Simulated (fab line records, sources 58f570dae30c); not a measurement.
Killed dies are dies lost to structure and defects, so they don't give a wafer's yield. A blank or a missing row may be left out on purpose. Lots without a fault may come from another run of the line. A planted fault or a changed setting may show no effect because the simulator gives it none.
One fault seen from 2 desks | flow berkeley_cmos170 | each desk has only its own numbers; what lay behind them comes last

THE TOOL OWNER'S DESK: krf_scanner-01
The tool's own readings at UCB170_ACTIVE_EXPOSE_10 (exposes mask ACTIVE, target cd 1200 nm): means of the sampled wafers that have a number, for each lot that ran on this tool. A lot is out of limits, marked OUT, if its mean lies more than 4 standard deviations from the usual mean; the brackets give that distance.
Columns: A = stage_vel_mm_s at UCB170_ACTIVE_EXPOSE_10, usual 500.04 mm/s
lot  | first seen here | A
L995 | day 4 12:04     | 500.00
L996 | day 4 12:12     | 500.12
L102 | day 5 16:15     | 500.13
L103 | day 5 21:34     | 499.59
L104 | day 5 21:40     | 500.04
L105 | day 6 07:25     | 500.18
This desk's finding: nothing out of limits on any of the 6 lots.

THE METROLOGY DESK
What the gauges read, lot by lot, whatever tool the lot ran on: means of the sampled wafers that have a number. A lot is out of limits, marked OUT, if its mean lies more than 4 standard deviations from the usual mean; the brackets give that distance.
Columns: A = NWELL_OXIDE_THK at UCB170_NWELL_THK_MEAS_02, usual 26.4 nm; B = ACTIVE_OVL at UCB170_ACTIVE_OVL_MEAS_14, usual 3 nm
lot  | first seen here | A    | B
L995 | day 2 01:23     | 27.0 | 2
L996 | day 2 05:56     | 26.3 | 5
L102 | day 3 12:51     | 26.1 | -163 (-31) OUT
L104 | day 3 18:50     | 26.6 | -153 (-29) OUT
L103 | day 3 18:50     | 27.3 | -161 (-30) OUT
L105 | day 4 01:00     | 26.5 | -153 (-29) OUT
L107 | day 4 12:04     | 25.6 | 0
L108 | day 4 17:57     | 26.6 | 6
L110 | day 5 04:07     | 25.8 | 2
L109 | day 5 04:08     | 25.6 | 3
L111 | day 5 12:18     | 27.2 | 1
L112 | day 5 12:18     | 26.3 | -1
L114 | day 6 03:44     | 27.0 | 9
L115 | day 6 09:26     | 26.1 | 9
L118 | day 7 02:21     | 25.8 | 6
This desk's finding: out of limits on L102, L103, L104, L105; first on L102, day 5 16:45 (ACTIVE_OVL at UCB170_ACTIVE_OVL_MEAS_14). In limits: L995, L996, L107, L108, L110, L109, L111, L112, L114, L115, L118.

PUT TOGETHER
The metrology desk could have raised an alarm at day 5 16:45, on L102, L103, L104, L105.
The tool owner's desk saw nothing out of limits.
The tool owner's desk has L102, L103, L104, L105 on record, within its limits.
Of the lots named, all ran UCB170_ACTIVE_EXPOSE_10 on krf_scanner-01.

WHAT THE SIMULATOR HAD PUT IN
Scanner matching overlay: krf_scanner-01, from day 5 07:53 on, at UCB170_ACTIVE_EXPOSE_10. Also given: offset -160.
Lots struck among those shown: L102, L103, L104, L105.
Hours from the fault's start to each desk's first reading out of limits: the metrology desk, 9.
